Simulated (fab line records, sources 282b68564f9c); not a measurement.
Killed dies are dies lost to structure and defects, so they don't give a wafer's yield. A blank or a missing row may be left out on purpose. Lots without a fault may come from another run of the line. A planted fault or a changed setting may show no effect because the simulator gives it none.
One fault seen from 2 desks | flow rit_cmos | each desk has only its own numbers; what lay behind them comes last

THE METROLOGY DESK
What the gauges read, lot by lot, whatever tool the lot ran on: means of the sampled wafers that have a number. A lot is out of limits, marked OUT, if its mean lies more than 4 standard deviations from the usual mean; the brackets give that distance.
Columns: A = PSD_RS at RIT_SDANNEAL_RS_MEAS_04, usual 115.94 ohm/sq; B = cd_nm at RIT_M1_CD_MEAS_09, usual 2599.7 nm
lot  | first seen here | A      | B
L984 | day 3 14:15     | 115.71 | 2603.2
L985 | day 3 22:55     | 115.86 | 2600.7
L986 | day 4 03:35     | 115.71 | 2597.5
L988 | day 4 13:58     | 115.83 | 2599.7
L989 | day 4 17:37     | 115.93 | 2598.6
L990 | day 4 23:25     | 115.62 | 2598.3
L991 | day 5 04:24     | 116.03 | 2598.2
L992 | day 5 08:54     | 116.23 | 2602.7
L993 | day 5 11:43     | 116.31 | 2598.6
L999 | day 6 16:08     | 115.84 | 2603.9
L102 | day 7 07:14     | 115.71 | 2595.5
L103 | day 7 13:32     | 116.19 | 2602.9
L104 | day 7 21:34     | 116.06 | 2601.8
L105 | day 7 23:04     | 116.05 | 2597.9
This desk's finding: nothing out of limits on any of the 14 lots.

THE TOOL OWNER'S DESK: litho_track-04
The tool's own readings at RIT_NLDD_SOFTBAKE_02 (time 60 s): means of the sampled wafers that have a number, for each lot that ran on this tool. A lot is out of limits, marked OUT, if its mean lies more than 4 standard deviations from the usual mean; the brackets give that distance.
Columns: A = heater_power_total_W at RIT_NLDD_SOFTBAKE_02, usual 34.56 W; B = plate_temp_C at RIT_NLDD_SOFTBAKE_02, usual 90.02 C; C = resist_line_temp_C at RIT_NLDD_SOFTBAKE_02, usual 23.01 C
lot  | first seen here | A               | B               | C
L988 | day 4 05:31     | 34.62           | 89.98           | 23.13
L989 | day 4 09:02     | 36.74 (+44) OUT | 93.96 (+36) OUT | 22.97
L990 | day 4 13:46     | 36.76 (+44) OUT | 94.11 (+37) OUT | 22.86
L104 | day 7 12:49     | 34.53           | 89.93           | 22.87
This desk's finding: out of limits on L989, L990; first on L989, day 4 09:02 (heater_power_total_W at RIT_NLDD_SOFTBAKE_02). In limits: L988, L104.

PUT TOGETHER
The tool owner's desk could have raised an alarm at day 4 09:02, on L989, L990.
The metrology desk saw nothing out of limits.
The metrology desk has L989, L990 on record, within its limits.
Of the lots named, all ran RIT_NLDD_SOFTBAKE_02 on litho_track-04.

WHAT THE SIMULATOR HAD PUT IN
Process parameter drift: litho_track-04, from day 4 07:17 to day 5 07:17, at RIT_NLDD_SOFTBAKE_02. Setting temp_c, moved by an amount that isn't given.
Lots struck among those shown: L989, L990.
Hours from the fault's start to each desk's first reading out of limits: the tool owner's desk, 2.
